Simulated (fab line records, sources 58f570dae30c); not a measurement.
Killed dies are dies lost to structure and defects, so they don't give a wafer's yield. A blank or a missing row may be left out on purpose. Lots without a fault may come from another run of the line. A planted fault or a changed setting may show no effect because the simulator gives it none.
A struck lot beside a sound one | flow berkeley_cmos170 | 18 steps out of a route of 331
Sound: wafers L414.2, L414.5, L414.6. Struck: wafers L426.2, L426.3, L426.4. The cause comes at the end.
At each step with rows: each side's tool, then ch and its chambers, then its first start. Under that, the readings that differ: sound wafers | struck wafers | difference of the means | sigmas: that difference in standard deviations of wafers without a fault.
alike: readings whose means differ by less than 2 such deviations, and words and numbers that are the same on both sides. not compared: withheld readings, readings that some wafer has no value for, bounds like >300 that may hide the same value, and numbers for which the record gives no deviation and whose values overlap.
The two part at a step that has a row with sigmas, a row that says differs or no value, or rows on one side only. Numbers that don't overlap but have no deviation are shown without sigmas and don't part them. A reading that every wafer of one side lacks parts them only if that side has two wafers or more.

first, 2 steps without rows for these wafers: UCB170_CONTACT_CLEAN_00 (cleans in SPM, time 600 s); UCB170_CONTACT_CVD_01 (deposits PSG from SiH4/O2/PH3, target thk 700 nm, time 2820 s).
UCB170_CONTACT_THK_MEAS_02:
  sound on film_metro-02, day 8 15:52; struck on film_metro-02, day 10 22:58
  alike: CONTACT_PSG_THK
then, 3 steps without rows for these wafers: UCB170_CONTACT_HMDS_03 (prime time 60 s); UCB170_CONTACT_COAT_04 (resist thk 900 nm); UCB170_CONTACT_SOFTBAKE_05 (time 60 s).
UCB170_CONTACT_STRIP_06: strips in O2.
  sound on plasma_asher-01 ch 0,1, day 8 16:22; struck on plasma_asher-01 ch 0,1, day 10 23:47
  alike: drypump_motor_current_A, oes_product_au, strip_time_to_endpoint_s
  not compared: rf_hours_counter_h
then, 1 step without rows for these wafers: UCB170_CONTACT_CLEAN_07 (cleans in SPM, time 600 s).
UCB170_CONTACT_RTA_08: time 10 s.
  sound on rtp_anneal-01 ch 0, day 8 16:40; struck on rtp_anneal-01 ch 0, day 11 00:05
  alike: lamp_power_pct, wafer_temp_C_max
then, 3 steps without rows for these wafers: UCB170_CONTACT_COAT_09; UCB170_CONTACT_COAT_10 (resist thk 900 nm); UCB170_CONTACT_SOFTBAKE_11 (time 60 s).
UCB170_CONTACT_EXPOSE_12: exposes mask CONT, target cd 700 nm.
  sound on krf_scanner-02 ch 0, day 8 17:25; struck on krf_scanner-02 ch 0, day 11 00:56
  reading                         | sound             | struck            | difference | sigmas
  model.CONTACT.overlay_x_nm (nm) | 5.916 5.916 5.916 | 261.1 261.1 261.1 | +255.2     |
  alike: mask
then, 2 steps without rows for these wafers: UCB170_CONTACT_PEB_13; UCB170_CONTACT_DEVELOP_14 (develop time 45 s).
UCB170_CONTACT_CD_MEAS_15: target cd 700 nm.
  sound on cd_sem-01, day 8 17:48; struck on cd_sem-02, day 11 01:20
  alike: cd_nm
UCB170_CONTACT_OVL_MEAS_16:
  sound on overlay-01, day 8 17:55; struck on overlay-02, day 11 01:38
  reading          | sound | struck      | difference | sigmas
  CONTACT_OVL (nm) | 3 2 3 | 259 257 255 | +254       | +49
  not compared: hold
UCB170_M3_PROBE_99:
  the record has rows for the sound wafers here (prober-01, day 9 12:22) and none for the struck ones

WHERE THEY PART
First at UCB170_CONTACT_OVL_MEAS_16; last, within this record, at UCB170_M3_PROBE_99.

WHY: what the simulator had put in
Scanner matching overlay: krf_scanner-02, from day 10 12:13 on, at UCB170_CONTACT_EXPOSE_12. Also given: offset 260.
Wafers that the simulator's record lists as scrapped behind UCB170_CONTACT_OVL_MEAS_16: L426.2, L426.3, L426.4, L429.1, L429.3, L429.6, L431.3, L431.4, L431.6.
